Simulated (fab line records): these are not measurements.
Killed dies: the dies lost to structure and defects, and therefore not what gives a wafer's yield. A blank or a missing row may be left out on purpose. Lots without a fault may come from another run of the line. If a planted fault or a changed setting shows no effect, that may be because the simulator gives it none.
The tool behind it: which one? || flow rit cmos || 14 lots with 42 wafers sampled at 3 steps, on a route of 202 steps

## WHAT THE GAUGES SHOWED, per wafer
RIT_NLDD_TW_MEAS_10.
{"lot": "L224", "measured": "day 2 17:25", "on": "film metro-02", "NLDD_TW": "2467 2479 2468"}
{"lot": "L226", "measured": "day 3 04:46", "on": "film metro-01", "NLDD_TW": "2463 2446 2454"}
{"lot": "L227", "measured": "day 3 09:30", "on": "film metro-01", "NLDD_TW": "2437 2453 2463"}
{"lot": "L228", "measured": "day 3 15:28", "on": "film metro-01", "NLDD_TW": "2441 2450 2439"}
{"lot": "L229", "measured": "day 3 19:17", "on": "film metro-01", "NLDD_TW": "2456 2448 2437"}
{"lot": "L230", "measured": "day 3 23:09", "on": "film metro-03", "NLDD_TW": "2475 2454 2466"}
{"lot": "L231", "measured": "day 4 05:40", "on": "film metro-03", "NLDD_TW": "2468 2472 2474"}
{"lot": "L232", "measured": "day 4 10:41", "on": "film metro-01", "NLDD_TW": "2466 2449 2450"}
{"lot": "L234", "measured": "day 4 20:01", "on": "film metro-03", "NLDD_TW": "2491 2495 2492"}
{"lot": "L238", "measured": "day 5 17:02", "on": "film metro-02", "NLDD_TW": "1942 1940 1943"}
{"lot": "L240", "measured": "day 6 02:10", "on": "film metro-02", "NLDD_TW": "1962 1961 1945"}
{"lot": "L245", "measured": "day 7 06:37", "on": "film metro-02", "NLDD_TW": "2464 2436 2454"}
{"lot": "L246", "measured": "day 7 09:13", "on": "film metro-02", "NLDD_TW": "2459 2459 2453"}
{"lot": "L247", "measured": "day 7 15:42", "on": "film metro-01", "NLDD_TW": "2457 2460 2457"}

RIT_SDANNEAL_RS_MEAS_07: a four-point-probe measurement.
{"lot": "L224", "measured": "day 3 01:10", "on": "film metro-01", "NLDD_RS (ohm/sq)": "152.2 151.7 151.9"}
{"lot": "L226", "measured": "day 3 12:40", "on": "film metro-02", "NLDD_RS (ohm/sq)": "151.1 151.2 151.9"}
{"lot": "L227", "measured": "day 3 17:34", "on": "film metro-02", "NLDD_RS (ohm/sq)": "152.5 152.2 152.3"}
{"lot": "L228", "measured": "day 3 23:21", "on": "film metro-01", "NLDD_RS (ohm/sq)": "151.6 151.9 151.6"}
{"lot": "L229", "measured": "day 4 04:01", "on": "film metro-03", "NLDD_RS (ohm/sq)": "151.3 151.6 151.4"}
{"lot": "L230", "measured": "day 4 07:06", "on": "film metro-02", "NLDD_RS (ohm/sq)": "151.9 152.0 152.0"}
{"lot": "L231", "measured": "day 4 13:35", "on": "film metro-03", "NLDD_RS (ohm/sq)": "152.0 152.0 152.3"}
{"lot": "L232", "measured": "day 4 18:42", "on": "film metro-01", "NLDD_RS (ohm/sq)": "151.2 152.1 152.0"}
{"lot": "L234", "measured": "day 5 03:52", "on": "film metro-03", "NLDD_RS (ohm/sq)": "150.8 151.1 151.2"}
{"lot": "L238", "measured": "day 6 01:05", "on": "film metro-02", "NLDD_RS (ohm/sq)": "294.6 295.3 287.3"}
{"lot": "L240", "measured": "day 6 10:02", "on": "film metro-03", "NLDD_RS (ohm/sq)": "288.2 288.1 289.7"}
{"lot": "L245", "measured": "day 7 14:22", "on": "film metro-03", "NLDD_RS (ohm/sq)": "151.3 151.1 150.7"}
{"lot": "L246", "measured": "day 7 17:06", "on": "film metro-02", "NLDD_RS (ohm/sq)": "151.6 151.4 151.1"}
{"lot": "L247", "measured": "day 7 23:28", "on": "film metro-03", "NLDD_RS (ohm/sq)": "152.1 151.8 151.6"}

## WHICH TOOL RAN EACH LOT (tool, then ch and the chambers of the sampled wafers, then the start)
{"lot": "L224", "RIT_NLDD_IMPLANT_08": "implanter-03 ch 0, day 2 17:07"}
{"lot": "L226", "RIT_NLDD_IMPLANT_08": "implanter-03 ch 0, day 3 04:26"}
{"lot": "L227", "RIT_NLDD_IMPLANT_08": "implanter-04 ch 0, day 3 09:11"}
{"lot": "L228", "RIT_NLDD_IMPLANT_08": "implanter-03 ch 0, day 3 15:09"}
{"lot": "L229", "RIT_NLDD_IMPLANT_08": "implanter-04 ch 0, day 3 18:59"}
{"lot": "L230", "RIT_NLDD_IMPLANT_08": "implanter-02 ch 0, day 3 22:49"}
{"lot": "L231", "RIT_NLDD_IMPLANT_08": "implanter-04 ch 0, day 4 05:22"}
{"lot": "L232", "RIT_NLDD_IMPLANT_08": "implanter-03 ch 0, day 4 10:23"}
{"lot": "L234", "RIT_NLDD_IMPLANT_08": "implanter-04 ch 0, day 4 19:43"}
{"lot": "L238", "RIT_NLDD_IMPLANT_08": "implanter-04 ch 0, day 5 16:43"}
{"lot": "L240", "RIT_NLDD_IMPLANT_08": "implanter-04 ch 0, day 6 01:52"}
{"lot": "L245", "RIT_NLDD_IMPLANT_08": "implanter-03 ch 0, day 7 06:19"}
{"lot": "L246", "RIT_NLDD_IMPLANT_08": "implanter-02 ch 0, day 7 08:53"}
{"lot": "L247", "RIT_NLDD_IMPLANT_08": "implanter-03 ch 0, day 7 15:23"}
- RIT_NLDD_IMPLANT_08

## AS READ BY THE TOOLS THEMSELVES (means over the sampled wafers that have a number; for cases with no such wafer, the mark the record gives instead)
RIT_NLDD_IMPLANT_08.
{"lot": "L224", "tool": "implanter-03", "dose ions cm2": 5e+14, "faraday current uA": 1596, "tilt deg (degrees)": 7.016}
{"lot": "L226", "tool": "implanter-03", "dose ions cm2": 5e+14, "faraday current uA": 1563, "tilt deg (degrees)": 6.993}
{"lot": "L227", "tool": "implanter-04", "dose ions cm2": 5e+14, "faraday current uA": 1523, "tilt deg (degrees)": 6.985}
{"lot": "L228", "tool": "implanter-03", "dose ions cm2": 5e+14, "faraday current uA": 1552, "tilt deg (degrees)": 6.990}
{"lot": "L229", "tool": "implanter-04", "dose ions cm2": 5e+14, "faraday current uA": 1576, "tilt deg (degrees)": 7.012}
{"lot": "L230", "tool": "implanter-02", "dose ions cm2": 5e+14, "faraday current uA": 1574, "tilt deg (degrees)": 7.008}
{"lot": "L231", "tool": "implanter-04", "dose ions cm2": 5e+14, "faraday current uA": 1556, "tilt deg (degrees)": 6.994}
{"lot": "L232", "tool": "implanter-03", "dose ions cm2": 5e+14, "faraday current uA": 1532, "tilt deg (degrees)": 7.015}
{"lot": "L234", "tool": "implanter-04", "dose ions cm2": 5e+14, "faraday current uA": 1559, "tilt deg (degrees)": 6.978}
{"lot": "L238", "tool": "implanter-04", "dose ions cm2": 2e+14, "faraday current uA": 698, "tilt deg (degrees)": 6.996}
{"lot": "L240", "tool": "implanter-04", "dose ions cm2": 2e+14, "faraday current uA": 681, "tilt deg (degrees)": 7.008}
{"lot": "L245", "tool": "implanter-03", "dose ions cm2": 5e+14, "faraday current uA": 1540, "tilt deg (degrees)": 7.008}
{"lot": "L246", "tool": "implanter-02", "dose ions cm2": 5e+14, "faraday current uA": 1567, "tilt deg (degrees)": 6.971}
{"lot": "L247", "tool": "implanter-03", "dose ions cm2": 5e+14, "faraday current uA": 1566, "tilt deg (degrees)": 6.976}

## THE ANSWER, worked out from the rows above alone
Rule: the lots themselves supply what counts as usual. The widest of any qualifying gaps counts: lots, ordered by their means at a reading, are off when they make up no more than a third of the lots, leave a main group of 4 or more, and stand apart from it by 3 or more times the standard deviation of that group's means. The tables above print the reading to a certain number of digits; a main group whose means all agree to those digits is not used. Also off: a lot with no number at a reading for which 4 or more lots have one. All remaining lots with rows at the step are treated as sound. After the gauges, taken in route order, come the tools' own readings; for these a lot's mean is taken, as printed above. The first step at which some lot is off is used, and at that step the reading that is off furthest; a lot without a number counts as furthest.
Off: L238, L240, at RIT_NLDD_TW_MEAS_10 (NLDD_TW). Mean 2460 and standard deviation 13 in the main group.
If a tool, at a process step before that reading, ran all the lots that are off and no sound lot after the first of them, it fits. Not tried: the gauges at RIT_NLDD_TW_MEAS_10; whatever is off there is also off at RIT_NLDD_IMPLANT_08, on other tools, and gauge error can't account for it. One candidate fits, namely implanter-04 at RIT_NLDD_IMPLANT_08. Its last sound lot is L234 (day 4 19:43), its first lot that is off L238 (day 5 16:43): a fault that began between those two fits.
The tool's own readings at RIT_NLDD_IMPLANT_08 bear it out: on the lots that are off they differ by more than 5 times the standard deviation of the sound lots' means. dose ions cm2 reads 2e+14 there against 5e+14 on the sound lots; faraday current uA reads 690 there against 1559 on the sound lots.

## WHAT THE SIMULATOR HAD PUT IN
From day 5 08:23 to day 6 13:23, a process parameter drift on implanter-04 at RIT_NLDD_IMPLANT_08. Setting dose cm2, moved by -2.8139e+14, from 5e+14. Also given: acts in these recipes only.
Lots struck among those shown: L238, L240. The rule given above showed the same thing.
